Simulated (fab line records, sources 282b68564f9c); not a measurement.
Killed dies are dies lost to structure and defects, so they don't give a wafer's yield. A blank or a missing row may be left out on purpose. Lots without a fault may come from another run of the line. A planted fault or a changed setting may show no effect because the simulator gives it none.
Split-lot experiment | flow rit_cmos | 5 lots, 23 wafers read, on a route of 202 steps

THE SPLIT
At RIT_PRETRO_IMPLANT_08, the setting energy_kev was moved away from the recipe's 45 on 9 of the 23 wafers read, by -4.0% to +5.7%. The other wafers ran this setting at the recipe's value.

The reading is taken at the split's own step.

THE READING
implant.drp_nm (the simulator's own value, which no gauge read), in nm, at RIT_PRETRO_IMPLANT_08. The file gives no usual value for it.

wafer  | tool, chamber at the split | energy_kev as run | against the recipe | implant.drp_nm, nm | against lot-mates on the recipe
L078.2 | implanter-03, 0            | 45                | recipe             | 55.07              | -
L078.5 | implanter-03, 0            | 45                | recipe             | 55.07              | -
L078.6 | implanter-03, 0            | 45                | recipe             | 55.07              | -
L078.3 | implanter-03, 0            | 43.26             | -3.9%              | 53.79              | -1.28
L078.4 | implanter-03, 0            | 43.26             | -3.9%              | 53.79              | -1.28
L080.2 | implanter-02, 0            | 45                | recipe             | 55.07              | -
L080.4 | implanter-02, 0            | 45                | recipe             | 55.07              | -
L080.6 | implanter-02, 0            | 45                | recipe             | 55.07              | -
L082.1 | implanter-04, 0            | 45                | recipe             | 55.07              | -
L082.3 | implanter-04, 0            | 45                | recipe             | 55.07              | -
L082.2 | implanter-04, 0            | 47.57             | +5.7%              | 56.9               | +1.83
L082.4 | implanter-04, 0            | 47.57             | +5.7%              | 56.9               | +1.83
L082.5 | implanter-04, 0            | 47.57             | +5.7%              | 56.9               | +1.83
L083.1 | implanter-04, 0            | 45                | recipe             | 55.07              | -
L083.4 | implanter-04, 0            | 45                | recipe             | 55.07              | -
L083.6 | implanter-04, 0            | 45                | recipe             | 55.07              | -
L083.2 | implanter-04, 0            | 44.21             | -1.8%              | 54.49              | -0.58
L083.3 | implanter-04, 0            | 44.21             | -1.8%              | 54.49              | -0.58
L084.2 | implanter-03, 0            | 45                | recipe             | 55.07              | -
L084.3 | implanter-03, 0            | 45                | recipe             | 55.07              | -
L084.4 | implanter-03, 0            | 45                | recipe             | 55.07              | -
L084.5 | implanter-03, 0            | 43.21             | -4.0%              | 53.75              | -1.32
L084.6 | implanter-03, 0            | 43.21             | -4.0%              | 53.75              | -1.32

THE FIT
A straight line over all 23 wafers: implant.drp_nm changes by +0.325 nm for each +1% of energy_kev; r = +1.00; the points scatter about the line by 0.012 nm.
The same after taking each lot's own level away (the mean of its wafers on the recipe; 23 wafers): +0.325 nm for each +1%; r = +1.00; scatter 0.012 nm.
On that fit, the largest move of energy_kev shifts the reading by 1.9 nm.
The lots' own levels span 55.070 to 55.070 nm.
So the lot-to-lot level changes the slope little: the two slopes agree.
Check: with one of the wafers moved furthest among these (+5.7%) left out of the fit, the line predicts +1.85 nm for it against its lot-mates. It came out at +1.83 nm against them.

OTHER SPLITS ON THESE WAFERS
These wafers also went through other splits before the reading. Each is held against what the fit with the lots' levels taken away leaves over:
other split on the same wafers   | wafers away from the commonest value | r with implant.drp_nm (lot level and that fit taken away)
RIT_ACTIVE_COAT_06 spin_rpm      | 4                                    | -0.41
RIT_FOX2_OXIDATION_00 temp_c     | 15                                   | +0.41
RIT_NWELL_COAT_01 resist_thk_nm  | 5                                    | -0.04
RIT_NWELL_IMPLANT_08 dose_cm2    | 8                                    | -0.42
RIT_PWELL_COAT_01 spin_rpm       | 9                                    | -0.08
RIT_NRETRO_COAT_01 resist_thk_nm | 7                                    | -0.04
RIT_NRETRO_IMPLANT_08 energy_kev | 9                                    | +0.09

THE WHOLE CHAIN: every reading that the file lists as answering this split, in the file's order
step                  | what it does | reading                                                         | change (the file's fit)               | r (the file's)
RIT_PRETRO_IMPLANT_08 |              | implant.rp_nm (the simulator's own value, which no gauge read)  | +1.38 nm for each +1% of the setting  | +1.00
RIT_PRETRO_IMPLANT_08 |              | implant.drp_nm (the simulator's own value, which no gauge read) | +0.326 nm for each +1% of the setting | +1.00

THE FILE'S OWN FIT
implant.drp_nm changes by +0.326 nm for each +1% of energy_kev, r = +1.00.
